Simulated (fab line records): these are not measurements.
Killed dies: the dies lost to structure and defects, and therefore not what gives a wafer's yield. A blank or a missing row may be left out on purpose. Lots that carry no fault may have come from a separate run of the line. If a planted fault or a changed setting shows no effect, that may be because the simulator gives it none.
One fault seen from 2 desks | flow rit cmos | every desk sees just its own numbers, and what lay behind them comes last

== AT THE METROLOGY DESK ==
What the gauges read for every lot (on any tool): the sampled wafers with a number, averaged. Marked OUT: a lot whose mean sits more than 4 standard deviations from the usual mean, which makes it out of limits; the brackets give that distance.
Columns: A = NWELL_TW at RIT_NWELL_TW_MEAS_10, usual 2149; B = NWELL_RS at RIT_WELLDRIVE_RS_MEAS_01, usual 274.9 ohm/sq
lot  | first seen here | A               | B
L701 | day 1 22:43     | 2129            | 275.5
L702 | day 2 02:52     | 2196            | 273.9
L704 | day 2 14:11     | 2137            | 275.7
L705 | day 2 18:22     | 2128            | 274.9
L706 | day 2 23:07     | 2133            | 275.2
L707 | day 3 04:34     | 2184            | 274.6
L708 | day 3 09:03     | 2122            | 275.5
L716 | day 5 01:20     | 2247 (+4.1) OUT | 271.3 (-4.7) OUT
L717 | day 5 06:43     | 2246 (+4.1) OUT | 271.3 (-4.6) OUT
L718 | day 5 11:35     | 2144            | 276.1
L719 | day 5 19:01     | 2185            | 275.3
L720 | day 5 21:37     | 2189            | 275.3
L721 | day 6 02:44     | 2135            | 275.4
L723 | day 6 13:11     | 2132            | 274.8
This desk finds L716, L717 out of limits, with the earliest case on L716 at day 5 01:20 (NWELL_TW at RIT_NWELL_TW_MEAS_10). Within limits: L701, L702, L704, L705, L706, L707, L708, L718, L719, L720, L721, L723.

== FOR THE TOOL OWNER'S DESK: implanter-02 ==
The tool's own readings at RIT_NWELL_IMPLANT_08, given as means over the sampled wafers that have a number, one for each lot that went through this tool. Marked OUT: a lot whose mean sits more than 4 standard deviations from the usual mean, which makes it out of limits; the brackets give that distance.
Columns: A = beam energy keV at RIT_NWELL_IMPLANT_08, usual 170.00
lot  | first seen here | A
L704 | day 2 13:52     | 170.00
L706 | day 2 22:47     | 169.95
L707 | day 3 04:14     | 170.02
L716 | day 5 01:02     | 214.20 (+99 or more) OUT
L717 | day 5 06:23     | 214.20 (+99 or more) OUT
This desk finds L716, L717 out of limits, L716 being first, at day 5 01:02 (beam energy keV at RIT_NWELL_IMPLANT_08). Within limits: L704, L706, L707.

== BROUGHT TOGETHER ==
The tool owner's desk had the chance to raise an alarm at day 5 01:02 on L716, L717.
At day 5 01:20 the metrology desk could have sounded an alarm, on L716, L717.
On implanter-02, each named lot ran RIT_NWELL_IMPLANT_08.

== WHAT THE SIMULATOR HAD INSERTED ==
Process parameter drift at RIT_NWELL_IMPLANT_08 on implanter-02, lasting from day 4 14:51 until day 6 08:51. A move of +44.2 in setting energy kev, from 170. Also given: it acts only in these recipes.
Lots struck among those shown: L716, L717.
Time in hours from fault onset to the first out-of-limits reading at each desk: tool owner's desk 10, metrology desk 10.
